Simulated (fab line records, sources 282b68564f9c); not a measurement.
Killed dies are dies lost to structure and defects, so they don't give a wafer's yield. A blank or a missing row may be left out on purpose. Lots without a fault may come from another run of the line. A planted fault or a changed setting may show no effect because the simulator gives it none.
Split-lot experiment | flow rit_cmos | 5 lots, 23 wafers read, on a route of 202 steps

THE SPLIT
At RIT_NRETRO_IMPLANT_08, the setting dose_cm2 was moved away from the recipe's 1e+13 on 8 of the 23 wafers read, by -5.0% to +6.9%. The other wafers ran this setting at the recipe's value.

FROM THE SPLIT TO THE READING: what the file shows between them, 1 step
- RIT_NRETRO_STRIP_09: strips in O2, time 180 s

THE READING
NRETRO_TW, at RIT_NRETRO_TW_MEAS_10. Fault-free wafers of this fab line usually give 1046, standard deviation 6.7.

wafer  | tool, chamber at the split | dose_cm2 as run | against the recipe | NRETRO_TW | against lot-mates on the recipe
L074.1 | implanter-03, 0            | 9.779e+12       | -2.2%              | 1042      | -4
L074.2 | implanter-03, 0            | 1e+13           | recipe             | 1045      | -
L074.4 | implanter-03, 0            | 9.779e+12       | -2.2%              | 1047      | +1
L074.5 | implanter-03, 0            | 1e+13           | recipe             | 1045      | -
L074.6 | implanter-03, 0            | 1e+13           | recipe             | 1049      | -
L078.1 | implanter-04, 0            | 1e+13           | recipe             | 1046      | -
L078.2 | implanter-04, 0            | 1.037e+13       | +3.7%              | 1071      | +22
L078.3 | implanter-04, 0            | 1e+13           | recipe             | 1046      | -
L078.4 | implanter-04, 0            | 1.037e+13       | +3.7%              | 1065      | +16
L078.6 | implanter-04, 0            | 1e+13           | recipe             | 1055      | -
L079.2 | implanter-04, 0            | 9.5e+12         | -5.0%              | 1017      | -20
L079.3 | implanter-04, 0            | 1e+13           | recipe             | 1040      | -
L079.4 | implanter-04, 0            | 1e+13           | recipe             | 1032      | -
L079.5 | implanter-04, 0            | 1e+13           | recipe             | 1038      | -
L079.6 | implanter-04, 0            | 9.5e+12         | -5.0%              | 1020      | -17
L084.1 | implanter-04, 0            | 1e+13           | recipe             | 1046      | -
L084.4 | implanter-04, 0            | 1e+13           | recipe             | 1047      | -
L084.5 | implanter-04, 0            | 1e+13           | recipe             | 1042      | -
L085.2 | implanter-03, 0            | 1e+13           | recipe             | 1034      | -
L085.3 | implanter-03, 0            | 1e+13           | recipe             | 1037      | -
L085.4 | implanter-03, 0            | 1.069e+13       | +6.9%              | 1058      | +23
L085.5 | implanter-03, 0            | 1.069e+13       | +6.9%              | 1061      | +26
L085.6 | implanter-03, 0            | 1e+13           | recipe             | 1034      | -

THE FIT
A straight line over all 23 wafers: NRETRO_TW changes by +3.56 for each +1% of dose_cm2; r = +0.80; the points scatter about the line by 7.9.
The same after taking each lot's own level away (the mean of its wafers on the recipe; 23 wafers): +3.63 for each +1%; r = +0.95; scatter 3.6.
On that fit, the largest move of dose_cm2 shifts the reading by 25.
The lots' own levels span 1035.0 to 1049.0, that is 2.1 times the standard deviation above.
So the lot-to-lot level blurs the effect unless lot-mates are compared.
Check: with one of the wafers moved furthest among these (+6.9%) left out of the fit, the line predicts +27.2 for it against its lot-mates. It came out at +23 against them.

OTHER SPLITS ON THESE WAFERS
These wafers also went through other splits before the reading. Each is held against what the fit with the lots' levels taken away leaves over:
other split on the same wafers       | wafers away from the commonest value | r with NRETRO_TW (lot level and that fit taken away)
RIT_ACTIVE_OXIDATION_01 temp_c       | 15                                   | +0.06
RIT_ACTIVE_SOFTBAKE_07 temp_c        | 11                                   | +0.25
RIT_ACTIVE_DEVELOP_10 develop_time_s | 8                                    | +0.16
RIT_FOX1_OXIDATION_00 temp_c         | 15                                   | +0.28
RIT_NWELL_COAT_01 resist_thk_nm      | 6                                    | +0.15
RIT_NWELL_IMPLANT_08 energy_kev      | 9                                    | -0.26

THE FILE'S OWN FIT
NRETRO_TW changes by +3.69 for each +1% of dose_cm2, r = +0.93.
